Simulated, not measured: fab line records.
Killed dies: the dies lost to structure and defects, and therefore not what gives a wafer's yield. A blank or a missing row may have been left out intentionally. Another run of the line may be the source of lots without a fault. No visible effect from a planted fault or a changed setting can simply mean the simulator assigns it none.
Which tool did it? | flow rit cmos | 14 lots, 42 wafers sampled, at 2 steps of a route of 202

== WHAT THE GAUGES SHOWED, per wafer ==
RIT_ACTIVE_THK_MEAS_02. Usual: ACTIVE_OXIDE_THK gives 46.7 nm (standard deviation 0.77).
lot  | measured    | on            | ACTIVE_OXIDE_THK (nm) | flag
L244 | day 1 16:05 | film metro-04 | 46.5 47.3 46.8        |
L246 | day 1 22:20 | film metro-04 | 46.1 46.2 46.6        |
L248 | day 2 10:05 | film metro-02 | 45.3 45.2 45.7        |
L249 | day 2 13:05 | film metro-03 | 46.3 45.9 45.9        |
L250 | day 2 18:08 | film metro-02 | 45.0 45.4 45.1        |
L251 | day 3 00:16 | film metro-03 | 47.8 47.8 47.4        |
L256 | day 4 01:28 | film metro-02 | 46.4 46.8 46.5        |
L260 | day 5 01:05 | film metro-02 | 53.5 53.8 53.2        | OFF
L261 | day 5 01:05 | film metro-03 | 54.1 53.3 53.7        | OFF
L262 | day 5 06:04 | film metro-03 | 47.8 46.4 46.5        |
L263 | day 5 11:36 | film metro-03 | 46.1 46.7 46.4        |
L265 | day 5 21:11 | film metro-04 | 47.1 48.2 46.2        |
L266 | day 6 02:28 | film metro-02 | 47.8 46.9 48.0        |
L267 | day 6 07:12 | film metro-02 | 46.0 46.1 46.1        |

== TOOL THAT RAN EACH LOT (tool first, then ch and the chambers of the sampled wafers, then the start) ==
lot  | RIT_ACTIVE_OXIDATION_01
L244 | furnace-03 ch 0, day 1 14:08
L246 | furnace-03 ch 0, day 1 20:23
L248 | furnace-04 ch 0, day 2 08:08
L249 | furnace-04 ch 0, day 2 11:08
L250 | furnace-04 ch 0, day 2 16:13
L251 | furnace-01 ch 0, day 2 22:20
L256 | furnace-01 ch 0, day 3 23:30
L260 | furnace-01 ch 0, day 4 23:08
L261 | furnace-01 ch 0, day 4 23:08
L262 | furnace-03 ch 0, day 5 04:07
L263 | furnace-04 ch 0, day 5 09:40
L265 | furnace-04 ch 0, day 5 19:14
L266 | furnace-04 ch 0, day 6 00:31
L267 | furnace-04 ch 0, day 6 05:16
- RIT_ACTIVE_OXIDATION_01: target thk 46.8 nm, ox time 3360 s.

== AS READ BY THE TOOLS THEMSELVES (means over the sampled wafers that have a number; for cases with no such wafer, the mark the record gives instead) ==
The record holds no such reading with a usual standard deviation.

== THE ANSWER, worked out from the rows above alone ==
Rule: a lot is off if the mean of its wafers that have a number lies more than 3 standard deviations from the usual mean. Also off: a lot with no number at a reading for which 4 or more lots have one. Where the step has rows for the other lots, those lots are counted as sound. Order of review: gauges by route order, followed by the tools' own readings, for which a lot's mean as printed above is used. The first step at which some lot is off is used, and at that step the reading that is off furthest; a lot without a number counts as furthest.
Off: at RIT_ACTIVE_THK_MEAS_02 (ACTIVE_OXIDE_THK), L260, L261.
If a tool, at a process step before that reading, ran all the lots that are off and no sound lot after the first of them, it fits. The gauges at RIT_ACTIVE_THK_MEAS_02 are tried like those tools. One fits: RIT_ACTIVE_OXIDATION_01 on furnace-01. A fault onset in the window from L256 (day 3 23:30, its last sound lot) to L260 (day 4 23:08, its first lot off) fits.

== WHAT HAD BEEN PUT IN BY THE SIMULATOR ==
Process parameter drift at RIT_ACTIVE_OXIDATION_01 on furnace-01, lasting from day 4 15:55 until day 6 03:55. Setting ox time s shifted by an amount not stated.
Struck lots among those shown: L260, L261. The rule given above showed the same thing.
